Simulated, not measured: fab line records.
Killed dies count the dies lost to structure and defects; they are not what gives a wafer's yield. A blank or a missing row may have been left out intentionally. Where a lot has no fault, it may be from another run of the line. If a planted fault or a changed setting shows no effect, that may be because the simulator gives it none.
The tool behind it: which one?	flow ritCmos	21 wafers from 7 lots sampled at 2 of the route's 202 steps

WHAT THE GAUGES SHOWED, per wafer
RIT_CONTACT_THK_MEAS_01.
lot	measured	on	CONTACT_TEOS_THK (nm)
L429	day 3 15:10	filmMetro-02	408 396 406
L431	day 4 00:38	filmMetro-01	404 407 406
L433	day 4 09:58	filmMetro-01	400 396 401
L437	day 5 04:32	filmMetro-04	398 408 405
L439	day 5 13:44	filmMetro-04	405 408 407
L445	day 6 17:31	filmMetro-02	405 399 405
L449	day 7 14:29	filmMetro-04	788 806 803

WHAT TOOL EACH LOT RAN ON (gives the tool, then ch and the chambers of the sampled wafers, and finally the start)
lot	RIT_CONTACT_CVD_00
L429	pecvd-02 ch 0,1,2, day 3 15:07
L431	pecvd-04 ch 0,1,2, day 4 00:35
L433	pecvd-03 ch 0,2, day 4 09:55
L437	pecvd-04 ch 0,2, day 5 04:29
L439	pecvd-03 ch 0,2, day 5 13:40
L445	pecvd-03 ch 0,1,2, day 6 17:28
L449	pecvd-04 ch 0,1, day 7 14:13
- RIT_CONTACT_CVD_00: deposits SiO2 from TEOS, target thk 400 nm, time 61 s.

THE ANSWER, worked out from the rows above alone
Rule: the lots themselves supply what counts as usual. Put in order of their means at a reading, lots are off if they are a third of the lots or fewer, leave a main group of 4 or more, and stand apart from it by a gap of 3 or more times the standard deviation of the main group's means; of several such gaps the widest counts. Not used: any main group whose means are identical at the precision the tables above print for the reading. Also off: a lot with no number at a reading for which 4 or more lots have one. Any other lot the step has rows for is counted as sound.
Off: at RIT_CONTACT_THK_MEAS_01 (CONTACT_TEOS_THK), L449. The main group has a mean of 404 nm with a standard deviation of 2.4.
A tool fits if, at a process step before that reading, it ran every lot that is off, and no sound lot after the first of them. Gauges at RIT_CONTACT_THK_MEAS_01: tried the same way as those tools. Undecided on this evidence; 2 tools fit (pecvd-04 at RIT_CONTACT_CVD_00, filmMetro-04 at RIT_CONTACT_THK_MEAS_01).

WHAT HAD BEEN PUT IN BY THE SIMULATOR
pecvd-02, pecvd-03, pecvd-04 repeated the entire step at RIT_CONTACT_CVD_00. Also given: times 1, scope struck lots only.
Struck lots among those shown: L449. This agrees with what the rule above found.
